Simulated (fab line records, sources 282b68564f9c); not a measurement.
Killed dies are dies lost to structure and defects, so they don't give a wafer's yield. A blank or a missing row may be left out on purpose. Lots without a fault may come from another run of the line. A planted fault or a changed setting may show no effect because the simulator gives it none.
fab line records | flow rit_cmos
record lots=14 wafers=42 last_day=8
route steps=202 shown GATE@95 CONTACT@181 M1@194
lots that met no fault: from a run of the same line without faults
start_h: hours from the record's first day to the start of the lot's first wafer shown | wait_h: hours since the lot's step before | " the same as in the row above | L1.1+2: a row that stands for several wafers | - no value, or no start given | * or withheld: withheld | < > ~ a bound
route shown NAME@n: a module of which the file shows steps, and the number in the route of the first | usual: mean/standard deviation of fault-free wafers | same: alike in all rows | chamber/n: place in a boat | sites: the reading at each site | _std_site: their standard deviation | _edge_site: outer sites' mean less inner sites' | radius_mm: how far each site lies from the wafer's centre | mask NAME#n: copy n | behind: the tool/chamber that last shaped the wafer | hold: why the lot was held/for how many hours/how that ended | device: the transistor (n, p or np) that didn't switch | end of line: the same wafers' tests at the end of the route | a step without rows: its recipe alone | killed: dies lost to structure and defects at the first sort, not the wafer's yield | map: a wafer's dies, x killed, . not, _ none there
set.NAME: the setting as run; set.NAME@STEP: as run at that earlier step | model.NAME: the simulator's own value behind a step, which no gauge read
steps of the route over a sample of lots; a table a step, a row a wafer
services: from which hour (start_h, from the record's first day; less than 0 if before it) a tool's chamber was out of use, for how many hours, and why
## steps
# step RIT_GATE_ETCH_19
# recipe chemistry=SF6/CHF3/O2 time_s=165 SF6_flow_sccm=30 CHF3_flow_sccm=30 O2_flow_sccm=5 target=poly-Si pressure_mtorr=40 rf_w=160 target_depth_a=3125 over_etch_frac=0.25 stop_on=SiO2
# usual CHF3_flow_sccm=30.00/0.084 O2_flow_sccm=4.999/0.015 drypump_motor_current_A=5.6/0.37 oes_product_au=0.856/0.013 throttle_valve_pct=10.28/0.15
# columns lot.wafer tool chamber start_h wait_h CHF3_flow_sccm O2_flow_sccm drypump_motor_current_A oes_product_au rf_hours_counter_h throttle_valve_pct
L509.1 rie_si-01 3 38.22 0.1 30.01 5.029 5.8 0.843 2 10.34
L509.4 " 0 " " 30.04 4.995 5.3 0.876 0 10.23
L509.6 " 2 " " 29.87 5.015 5.1 0.859 - 10.29
L510.2 rie_si-02 1 44.96 0.1 30.09 5.010 5.3 0.858 145 10.12
L510.4 " 2 " " 30.05 4.983 6.2 0.863 137 10.31
L510.6 " 3 " " 29.98 5.004 5.5 0.843 - 10.03
L511.1 rie_si-01 0 48.51 0.1 30.02 5.013 5.3 0.877 1 10.24
L511.5 " 3 " " 29.92 5.020 5.7 0.844 - 10.32
L511.6 " 2 " " 30.11 5.001 5.1 0.870 - 10.30
L513.1 rie_si-01 2 63.18 0.1 29.94 5.021 5.1 0.875 18 10.31
L513.2 " 3 " " 29.94 4.975 5.7 0.842 2 10.32
L513.6 " 2 " " 29.98 4.998 5.1 0.869 - 10.28
L514.2 rie_si-02 3 64.59 0.1 29.94 4.999 5.5 0.854 14 10.03
L514.5 " 2 " " 29.93 4.996 6.1 0.859 - 10.32
L514.6 " 3 " " 30.07 5.026 5.5 0.850 - 10.02
L515.1 rie_si-01 1 68.15 0.1 30.07 4.991 6.1 0.843 27 10.58
L515.3 " 0 " " 29.96 4.995 5.3 0.854 1 10.25
L515.6 " 1 " " 29.83 4.995 6.2 0.848 - 10.58
L516.1 rie_si-02 2 74.55 0.1 29.96 4.998 6.2 0.859 137 10.31
L516.4 " 1 " " 30.16 5.007 5.3 0.839 146 10.12
L516.5 " 1 " " 29.97 4.993 5.3 0.846 - 10.12
L517.3 rie_si-01 3 81.34 0.1 29.93 4.984 5.7 0.842 2 10.34
L517.4 " 2 " " 29.87 4.994 5.1 0.855 19 10.29
L517.5 " 1 " " 29.92 5.003 6.1 0.855 - 10.57
L519.1 rie_si-01 0 90.20 0.1 29.98 5.012 5.3 0.855 1 10.22
L519.2 " 1 " " 29.91 4.982 6.2 0.850 27 10.58
L519.6 " 3 " " 30.13 5.009 5.7 0.834 - 10.33
L523.2 rie_si-01 2 113.67 0.1 - - - - - -
L523.5 " 1 " " - - - - - -
L523.6 " 2 " " - - - - - -
L524.3 rie_si-02 1 122.99 0.1 - - - - - -
L524.4 " 0 " " - - - - - -
L524.5 " 3 " " - - - - - -
L529.2 rie_si-01 0 142.94 0.1 30.00 5.028 5.3 0.858 1 10.25
L529.3 " 3 " " 30.03 5.011 5.7 0.824 3 10.33
L529.5 " 3 " " 30.07 5.019 5.7 0.825 - 10.33
L530.4 rie_si-02 2 151.58 0.1 29.97 4.980 6.2 0.865 - 10.31
L530.5 " 3 " " 29.79 4.996 5.5 0.849 - 10.03
L530.6 " 0 " " 29.94 5.003 5.7 0.871 - 10.33
L532.3 rie_si-02 2 159.15 0.1 30.13 4.996 6.2 0.859 138 10.29
L532.4 " 3 " " 29.96 5.010 5.5 0.852 15 10.03
L532.6 " 0 " " 30.08 4.997 5.7 0.878 - 10.34
# step RIT_GATE_CD_MEAS_90
# recipe target_cd_nm=150
# usual cd_nm=149.2/2.2
# columns lot.wafer tool chamber start_h wait_h cd_nm
L509.1 cd_sem-01 - 38.50 0.1 150.0
L509.4 " - " " 149.3
L509.6 " - " " 147.3
L510.2 cd_sem-01 - 45.26 0.1 145.9
L510.4 " - " " 148.0
L510.6 " - " " 145.0
L511.1 cd_sem-01 - 48.79 0.1 147.4
L511.5 " - " " 146.0
L511.6 " - " " 145.5
L513.1 cd_sem-01 - 63.46 0.1 149.3
L513.2 " - " " 152.8
L513.6 " - " " 152.0
L514.2 cd_sem-02 - 64.89 0.1 150.0
L514.5 " - " " 148.8
L514.6 " - " " 150.7
L515.1 cd_sem-02 - 68.44 0.1 147.8
L515.3 " - " " 148.4
L515.6 " - " " 148.4
L516.1 cd_sem-02 - 74.84 0.1 148.1
L516.4 " - " " 147.1
L516.5 " - " " 148.7
L517.3 cd_sem-02 - 81.66 0.1 150.9
L517.4 " - " " 148.7
L517.5 " - " " 149.0
L519.1 cd_sem-02 - 90.48 0.1 155.7
L519.2 " - " " 151.8
L519.6 " - " " 153.6
L523.2 cd_sem-01 - 113.97 0.1 -
L523.5 " - " " -
L523.6 " - " " -
L524.3 cd_sem-01 - 123.31 0.1 -
L524.4 " - " " -
L524.5 " - " " -
L529.2 cd_sem-01 - 143.24 0.1 149.8
L529.3 " - " " 151.0
L529.5 " - " " 149.7
L530.4 cd_sem-02 - 151.87 0.1 148.4
L530.5 " - " " 150.6
L530.6 " - " " 149.2
L532.3 cd_sem-01 - 159.47 0.1 146.4
L532.4 " - " " 148.0
L532.6 " - " " 143.3
# step RIT_CONTACT_CD_MEAS_90
# recipe target_cd_nm=1000
# usual cd_nm=1000.2/1.9
# columns lot.wafer tool chamber start_h wait_h cd_nm
L509.1 cd_sem-02 - 54.42 0.1 998.9
L509.4 " - " " 999.3
L509.6 " - " " 1001.5
L510.2 cd_sem-02 - 60.11 0.1 999.0
L510.4 " - " " 999.7
L510.6 " - " " 1001.8
L511.1 cd_sem-02 - 64.03 0.1 999.7
L511.5 " - " " 999.4
L511.6 " - " " 998.9
L513.1 cd_sem-01 - 79.72 0.1 1000.2
L513.2 " - " " 1000.2
L513.6 " - " " 999.2
L514.2 cd_sem-02 - 81.47 0.1 997.3
L514.5 " - " " 995.9
L514.6 " - " " 998.8
L515.1 cd_sem-02 - 83.45 0.1 999.2
L515.3 " - " " 998.2
L515.6 " - " " 999.2
L516.1 cd_sem-01 - 90.03 0.1 999.1
L516.4 " - " " 997.1
L516.5 " - " " 1001.1
L517.3 cd_sem-01 - 97.45 0.1 1002.2
L517.4 " - " " 1001.5
L517.5 " - " " 999.6
L519.1 cd_sem-01 - 110.47 0.1 1002.1
L519.2 " - " " 1001.9
L519.6 " - " " 1000.5
L529.2 cd_sem-02 - 159.36 0.1 1002.9
L529.3 " - " " 1000.0
L529.5 " - " " 1002.9
L530.4 cd_sem-01 - 168.00 0.1 1001.3
L530.5 " - " " 1000.8
L530.6 " - " " 1001.0
L532.3 cd_sem-02 - 175.83 0.1 1002.0
L532.4 " - " " 1001.0
L532.6 " - " " 1002.4
# step RIT_M1_OVL_MEAS_10
# usual M1_OVL=-0.5/1.5
# columns lot.wafer tool chamber start_h wait_h M1_OVL[nm]
L509.1 overlay-01 - 56.49 0.1 -1.9
L509.4 " - " " -0.8
L509.6 " - " " -1.4
L510.2 overlay-02 - 62.04 0.1 -0.8
L510.4 " - " " -1.1
L510.6 " - " " -0.9
L511.1 overlay-01 - 65.98 0.1 0.1
L511.5 " - " " 1.7
L511.6 " - " " 0.9
L513.1 overlay-02 - 81.86 0.1 0.9
L513.2 " - " " 0.3
L513.6 " - " " 0.6
L514.2 overlay-02 - 83.40 0.1 -0.2
L514.5 " - " " 1.2
L514.6 " - " " -0.6
L515.1 overlay-02 - 85.52 0.1 -2.5
L515.3 " - " " -2.7
L515.6 " - " " -1.7
L516.1 overlay-02 - 92.10 0.1 -1.2
L516.4 " - " " 0.2
L516.5 " - " " 0.4
L517.3 overlay-01 - 99.74 0.1 -0.5
L517.4 " - " " -1.7
L517.5 " - " " -1.1
L519.1 overlay-02 - 112.45 0.1 0.4
L519.2 " - " " -0.7
L519.6 " - " " 1.0
L529.2 overlay-01 - 161.31 0.1 1.7
L529.3 " - " " 2.9
L529.5 " - " " 2.1
L530.4 overlay-02 - 170.24 0.1 -1.0
L530.5 " - " " -1.8
L530.6 " - " " -2.0
L532.3 overlay-02 - 177.89 0.1 -0.6
L532.4 " - " " -0.5
L532.6 " - " " -1.0
# step RIT_M1_PROBE_99
# usual killed_at_M0_to_M3=0.0/0.083 killed_at_contacts=0.1/0.23 killed_at_front_end=7/3.1 killed_dies=7/3.1 killed_on_rim=1.8/1.4 killed_open=3.3/2 killed_short=3.6/1.9
# same gross_dies=264 killed_at_M4_up=0 killed_at_back_side=0 killed_at_other=0
# columns lot.wafer tool chamber start_h wait_h hold killed_at_M0_to_M3 killed_at_contacts killed_at_front_end killed_dies killed_on_rim killed_open killed_short
L509.1 prober-02 - 59.03 0.1 - 0 0 3 3 2 2 1
L509.4 prober-02 - 59.18 0.2 - 0 0 14 14 2 5 9
L509.6 prober-02 - 59.28 0.2 - 0 1 4 5 2 3 2
L510.2 prober-01 - 64.63 0.1 - 0 0 7 7 2 4 3
L510.4 prober-01 - 64.73 0.2 - 0 0 7 7 1 3 4
L510.6 prober-01 - 64.83 0.2 - 0 1 6 7 2 5 2
L511.1 prober-02 - 68.56 0.1 - 0 0 9 9 2 4 5
L511.5 prober-02 - 68.76 0.2 - 1 0 7 8 1 0 8
L511.6 prober-02 - 68.81 0.2 - 0 0 8 8 3 4 4
L513.1 prober-02 - 84.52 0.1 - 0 0 9 9 1 5 4
L513.2 prober-02 - 84.57 0.1 - 0 0 5 5 1 2 3
L513.6 prober-02 - 84.77 0.2 - 0 0 8 8 1 3 5
L514.2 prober-01 - 85.99 0.1 - 0 1 6 7 2 2 5
L514.5 prober-01 - 86.14 0.2 - 0 0 9 9 4 3 6
L514.6 prober-01 - 86.19 0.2 - 0 0 4 4 2 1 3
L515.1 prober-02 - 88.06 0.1 - 0 0 5 5 1 3 2
L515.3 prober-02 - 88.16 0.2 - 0 0 6 6 2 3 3
L515.6 prober-02 - 88.31 0.2 - 0 0 9 9 2 4 5
L516.1 prober-01 - 94.63 0.1 - 0 0 8 8 2 4 4
L516.4 prober-01 - 94.78 0.2 - 0 0 7 7 3 3 4
L516.5 prober-01 - 94.83 0.2 - 0 0 16 16 3 5 11
L517.3 prober-02 - 102.36 0.2 - 0 0 2 2 1 0 2
L517.4 prober-02 - 102.41 0.2 - 0 0 7 7 0 3 4
L517.5 prober-02 - 102.46 0.2 - 0 0 10 10 4 5 5
L519.1 prober-02 - 114.98 0.1 - 0 0 8 8 2 1 7
L519.2 prober-02 - 115.03 0.1 - 0 0 4 4 0 2 2
L519.6 prober-02 - 115.23 0.2 - 0 0 11 11 1 6 5
L523.2 prober-02 - 133.67 0.1 await_dispo/3.1h/scrap 0 0 264 264 70 5 6
L523.5 prober-02 - 133.82 0.2 await_dispo/3.1h/scrap 0 0 264 264 70 0 3
L523.6 prober-02 - 133.87 0.2 await_dispo/3.1h/scrap 0 0 264 264 70 5 5
L524.3 prober-01 - 144.35 0.2 await_dispo/4.1h/scrap 0 0 264 264 70 2 2
L524.4 prober-01 - 144.40 0.2 await_dispo/4.1h/scrap 0 0 264 264 70 0 3
L524.5 prober-01 - 144.45 0.2 await_dispo/4.1h/scrap 0 0 264 264 70 0 3
L529.2 prober-02 - 163.89 0.1 - 0 0 6 6 4 4 2
L529.3 prober-02 - 163.94 0.2 - 0 0 9 9 2 4 5
L529.5 prober-02 - 164.04 0.2 - 0 0 8 8 1 2 6
L530.4 prober-01 - 173.12 0.2 - 0 0 7 7 1 4 3
L530.5 prober-01 - 173.17 0.2 - 0 0 5 5 2 3 2
L530.6 prober-01 - 173.22 0.2 - 0 0 6 6 1 2 4
L532.3 prober-02 - 180.51 0.2 - 0 0 3 3 0 1 2
L532.4 prober-02 - 180.56 0.2 - 0 0 3 3 1 1 2
L532.6 prober-02 - 180.66 0.2 - 0 0 5 5 2 2 3
# killed by level:class
L509.1 GATE:geometric_particle:open=2 SILICIDE:geometric_particle:short=1
L509.4 GATE:geometric_particle:short=4 FOX1:geometric_particle:short=2 REOX:geometric_particle:short=2 SILICIDE:geometric_particle:open=2 FOX1:geometric_particle:open=1 FOX2:geometric_particle:open=1 GATE:geometric_particle:open=1 SILICIDE:geometric_particle:short=1
L509.6 GATE:geometric_particle:open=1 GATE:geometric_particle:short=1 SILICIDE:geometric_particle:open=1 SILICIDE:geometric_particle:short=1 CONTACT:geometric_particle:open=1
L510.2 GATE:geometric_particle:short=3 GATE:geometric_particle:open=3 SPACER:geometric_particle:open=1
L510.4 GATE:geometric_particle:short=2 SILICIDE:geometric_particle:short=2 FOX1:geometric_particle:open=1 REOX:geometric_particle:open=1 SILICIDE:geometric_particle:open=1
L510.6 GATE:geometric_particle:open=2 FOX2:geometric_particle:open=1 GATE:geometric_particle:short=1 SPACER:geometric_particle:open=1 SILICIDE:geometric_particle:open=1 CONTACT:geometric_particle:short=1
L511.1 GATE:geometric_particle:short=4 GATE:geometric_particle:open=2 FOX2:geometric_particle:open=1 REOX:geometric_particle:short=1 SPACER:geometric_particle:open=1
L511.5 GATE:geometric_particle:short=3 FOX1:geometric_particle:short=1 REOX:geometric_particle:short=1 SPACER:geometric_particle:short=1 SILICIDE:geometric_particle:short=1 M1:geometric_particle:short=1
L511.6 FOX1:geometric_particle:short=2 FOX1:geometric_particle:open=1 GATE:geometric_particle:short=1 REOX:geometric_particle:open=1 SPACER:geometric_particle:open=1 SILICIDE:geometric_particle:short=1 SILICIDE:geometric_particle:open=1
L513.1 GATE:geometric_particle:open=3 FOX1:geometric_particle:open=2 FOX1:geometric_particle:short=1 GATE:geometric_particle:short=1 REOX:geometric_particle:short=1 SPACER:geometric_particle:short=1
L513.2 FOX1:geometric_particle:short=1 FOX2:geometric_particle:open=1 GATE:geometric_particle:short=1 REOX:geometric_particle:short=1 SILICIDE:geometric_particle:open=1
L513.6 GATE:geometric_particle:short=3 FOX1:geometric_particle:open=1 FOX2:geometric_particle:open=1 FOX2:geometric_particle:short=1 SPACER:geometric_particle:open=1 SPACER:geometric_particle:short=1
L514.2 ACTIVE:geometric_particle:short=1 FOX1:geometric_particle:short=1 FOX2:geometric_particle:short=1 REOX:geometric_particle:short=1 SPACER:geometric_particle:open=1 SILICIDE:geometric_particle:short=1 CONTACT:geometric_particle:open=1
L514.5 FOX2:geometric_particle:short=2 SILICIDE:geometric_particle:short=2 FOX1:geometric_particle:open=1 FOX1:geometric_particle:short=1 GATE:geometric_particle:open=1 REOX:geometric_particle:short=1 REOX:geometric_particle:open=1
L514.6 GATE:geometric_particle:short=2 FOX1:geometric_particle:short=1 SILICIDE:geometric_particle:open=1
L515.1 ACTIVE:geometric_particle:short=1 GATE:geometric_particle:open=1 REOX:geometric_particle:open=1 SPACER:geometric_particle:short=1 SPACER:geometric_particle:open=1
L515.3 GATE:geometric_particle:short=3 SPACER:geometric_particle:open=2 SILICIDE:geometric_particle:open=1
L515.6 GATE:geometric_particle:open=3 FOX1:geometric_particle:short=1 GATE:geometric_particle:short=1 REOX:geometric_particle:short=1 SPACER:geometric_particle:short=1 SPACER:geometric_particle:open=1 SILICIDE:geometric_particle:short=1
L516.1 FOX2:geometric_particle:open=2 FOX1:geometric_particle:short=1 GATE:geometric_particle:short=1 GATE:geometric_particle:open=1 REOX:geometric_particle:short=1 SPACER:geometric_particle:short=1 SPACER:geometric_particle:open=1
L516.4 GATE:geometric_particle:short=2 FOX2:geometric_particle:short=1 GATE:geometric_particle:open=1 REOX:geometric_particle:short=1 REOX:geometric_particle:open=1 SPACER:geometric_particle:open=1
L516.5 GATE:geometric_particle:short=6 GATE:geometric_particle:open=3 REOX:geometric_particle:short=3 REOX:geometric_particle:open=1 SPACER:geometric_particle:open=1 SPACER:geometric_particle:short=1 SILICIDE:geometric_particle:short=1
L517.3 SPACER:geometric_particle:short=2
L517.4 FOX1:geometric_particle:short=3 FOX1:geometric_particle:open=1 REOX:geometric_particle:open=1 REOX:geometric_particle:short=1 SPACER:geometric_particle:open=1
L517.5 GATE:geometric_particle:open=2 SILICIDE:geometric_particle:open=2 SILICIDE:geometric_particle:short=2 FOX1:geometric_particle:short=1 FOX2:geometric_particle:open=1 GATE:geometric_particle:short=1 REOX:geometric_particle:short=1
L519.1 GATE:geometric_particle:short=3 SILICIDE:geometric_particle:short=2 FOX1:geometric_particle:short=1 SPACER:geometric_particle:short=1 SILICIDE:geometric_particle:open=1
L519.2 REOX:geometric_particle:short=2 GATE:geometric_particle:open=1 SPACER:geometric_particle:open=1
L519.6 GATE:geometric_particle:open=3 REOX:geometric_particle:short=2 FOX2:geometric_particle:open=1 GATE:geometric_particle:short=1 SPACER:geometric_particle:short=1 SPACER:geometric_particle:open=1 SILICIDE:geometric_particle:short=1 SILICIDE:geometric_particle:open=1
L523.2 GATE:area_etch=253 GATE:geometric_particle:open=4 GATE:geometric_particle:short=3 SPACER:geometric_particle:short=3 SPACER:geometric_particle:open=1
L523.5 GATE:area_etch=261 REOX:geometric_particle:short=3
L523.6 GATE:area_etch=254 SPACER:geometric_particle:short=3 GATE:geometric_particle:short=2 GATE:geometric_particle:open=2 ACTIVE:geometric_particle:open=1 REOX:geometric_particle:open=1 SILICIDE:geometric_particle:open=1
L524.3 GATE:area_etch=260 GATE:geometric_particle:open=2 SPACER:geometric_particle:short=2
L524.4 GATE:area_etch=261 GATE:geometric_particle:short=2 FOX1:geometric_particle:short=1
L524.5 GATE:area_etch=261 FOX2:geometric_particle:short=1 GATE:geometric_particle:short=1 SPACER:geometric_particle:short=1
L529.2 FOX1:geometric_particle:open=2 FOX2:geometric_particle:open=1 GATE:geometric_particle:short=1 GATE:geometric_particle:open=1 REOX:geometric_particle:short=1
L529.3 FOX2:geometric_particle:short=2 GATE:geometric_particle:open=2 FOX1:geometric_particle:open=1 FOX1:geometric_particle:short=1 FOX2:geometric_particle:open=1 GATE:geometric_particle:short=1 SILICIDE:geometric_particle:short=1
L529.5 REOX:geometric_particle:short=3 FOX2:geometric_particle:short=2 FOX1:geometric_particle:short=1 GATE:geometric_particle:open=1 SILICIDE:geometric_particle:open=1
L530.4 GATE:geometric_particle:short=2 FOX1:geometric_particle:open=1 FOX2:geometric_particle:short=1 GATE:geometric_particle:open=1 REOX:geometric_particle:open=1 SPACER:geometric_particle:open=1
L530.5 FOX2:geometric_particle:open=1 GATE:geometric_particle:short=1 REOX:geometric_particle:short=1 REOX:geometric_particle:open=1 SPACER:geometric_particle:open=1
L530.6 FOX1:geometric_particle:open=1 FOX2:geometric_particle:short=1 GATE:geometric_particle:short=1 REOX:geometric_particle:short=1 SPACER:geometric_particle:short=1 SPACER:geometric_particle:open=1
L532.3 FOX2:geometric_particle:open=1 GATE:geometric_particle:short=1 SILICIDE:geometric_particle:short=1
L532.4 GATE:geometric_particle:short=2 GATE:geometric_particle:open=1
L532.6 FOX1:geometric_particle:short=1 FOX2:geometric_particle:open=1 GATE:geometric_particle:open=1 SPACER:geometric_particle:short=1 SILICIDE:geometric_particle:short=1
## services
# columns tool chamber start_h hours kind
rie_si-02 - 31.64 0.3 repair
rie_si-02 2 128.05 5.3 repair
rie_si-02 1 133.32 - clean
rie_si-02 1 133.32 19.2 scheduled_down
rie_si-02 1 133.32 19.2 vent_cycle
## key
first_sign step=RIT_GATE_ETCH_19 reading=tool_record direction=missing
effect step=RIT_GATE_CD_MEAS_90 reading=cd_nm direction=missing through=control_loop
effect step=RIT_M1_PROBE_99 reading=killed_dies direction=up sigmas=84 usual=7 struck=264
more_kills_born_at RIT_GATE_ETCH_19@rie_si-02=782 RIT_GATE_ETCH_19@rie_si-01=768
met_at RIT_GATE_ETCH_19
struck_lots L523,L524
later_rows_left_out L523.2,L523.5,L523.6,L524.3,L524.4,L524.5
tester_left_out L523,L524
loop_trim step=RIT_GATE_EXPOSE_13 setting=dose lots=L524
not_acting_at RIT_CONTACT_CD_MEAS_90,RIT_M1_OVL_MEAS_10
onset_between 90.20 113.67
fault kind=skipped_step_whole tool=rie_si-01,rie_si-02 chamber=- onset_h=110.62 steps=RIT_GATE_ETCH_19 scope=struck_lots_only
# tester_left_out: of these lots the tester's yield and bins aren't shown, on N5 and GAA mostly nor the transistor test; their killed dies are dies lost to structure and defects alone, not to doping, threshold or leakage, so they don't give the yield
# later_rows_left_out: the simulator's readings of these wafers behind a module that went badly wrong aren't trusted and aren't shown, but for the sort
# loop_trim: a control loop set the setting to another value than it would have without faults
